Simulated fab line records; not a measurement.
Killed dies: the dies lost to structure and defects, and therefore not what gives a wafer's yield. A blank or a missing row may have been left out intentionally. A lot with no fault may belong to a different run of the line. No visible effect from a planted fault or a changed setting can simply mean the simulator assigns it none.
Code-filled problem report in 8D (eight disciplines) form || flow berkeley_cmos170 || the parts of the form that need people (team, actions taken, sign-off) are left out

## 1. THE ISSUE
Across 6 wafers from 2 lots, PWELL_TW at UCB170_PWELL_TW_MEAS_17 averages 439, while fault-free wafers read 379 with a standard deviation of 6.7. That puts it +8.9 standard deviations away from the usual mean.
Earliest sighting: wafer L686.1 on film_metro-02 at day 5 10:35. Wafers with a number at this step in the record: 42, from 14 lots. The rule behind "out" and "out of limits": a value lying over 4 standard deviations away from the usual mean. Any other wafer with a number is counted as sound.

## 2. WHAT IT IS; WHAT IT IS NOT
{"question": "which readings at this step", "is": "PWELL_TW", "is not": "-"}
{"question": "which lots", "is": "L686, L688", "is not": "L674, L675, L676, L677, L678, L680, L684, L685, L687, L689, L696, L697"}
{"question": "which wafers of those lots", "is": "all that have a number", "is not": "-"}
{"question": "read on which gauges", "is": "film_metro-02, film_metro-04", "is not": "film_metro-03"}
{"question": "when", "is": "from day 5 10:35", "is not": "up to then (24 sound wafers); but 12 sound wafers of L687, L689, L696, L697 came after"}

## 3. SUSPECTS, AND WHAT RULES EACH OUT
Counting: a tool at a process step up to the reading stays a suspect if it ran every lot that is out and no sound lot after the first of them.
- the gauge at UCB170_PWELL_TW_MEAS_17 has been ruled out. Those wafers that are out were read across 2 gauges (film_metro-02, film_metro-04).
- implanter-01 at UCB170_PWELL_IMPLANT_15: kept. Every lot that is out went through it, starting with L686 (day 5 10:20), and after that it ran no sound lot; the last sound lot it ran before then is L685 (day 5 03:13). Its own readings are out on those wafers: dose_ions_cm2, faraday_current_uA.
After counting, what remains is implanter-01 at UCB170_PWELL_IMPLANT_15.

## 4. THE CAUSE (what the simulator had put in)
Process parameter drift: implanter-01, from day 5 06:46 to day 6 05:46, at UCB170_PWELL_IMPLANT_15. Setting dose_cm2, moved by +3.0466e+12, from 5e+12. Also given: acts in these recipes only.
Only this tool survived the counting.

## 5. THE EFFECT CHAIN, in route order
Each row: a reading where the mean over the struck wafers with a number is more than 3 standard deviations away from the usual. Only readings whose record carries a usual standard deviation are examined. hours: median over the lots of the time between each lot's start at the first step of this table that gives one and its start at this step. sigmas: the change, counted in usual standard deviations.
{"hours": 0, "step": "UCB170_PWELL_IMPLANT_15", "reading": "dose_ions_cm2", "usual": 4.999e+12, "on struck wafers": 8.048e+12, "change": "+3.048e+12", "sigmas": "+99 or more"}
{"hours": 0, "step": "UCB170_PWELL_IMPLANT_15", "reading": "faraday_current_uA", "usual": 15.9, "on struck wafers": 25.4, "change": "+9.5", "sigmas": "+28"}
{"hours": 0, "step": "UCB170_PWELL_TW_MEAS_17", "reading": "PWELL_TW", "usual": 379, "on struck wafers": 439, "change": "+60", "sigmas": "+8.9"}
Its process steps:
- UCB170_PWELL_IMPLANT_15
Later steps that measure or inspect, where all struck wafers having a row at the step show a number for every such reading and not one has moved that far: UCB170_PLDD_CD_MEAS_06.

## 6. HOW IT WOULD HAVE BEEN CAUGHT EARLIER
Counted from the fault's start at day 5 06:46, it took 4 hours until the first out-of-limits reading at a measuring or inspecting step in this record, taken at day 5 10:35.
Tool's own readings at UCB170_PWELL_IMPLANT_15, dose_ions_cm2, faraday_current_uA: out on all struck wafers the step has rows for; an alarm limit on them would have tripped on the first.
Lots out: 2; of these, L688 started UCB170_PWELL_IMPLANT_15 on implanter-01 after day 5 10:35. Had the tool been put on hold then, it would have been spared.
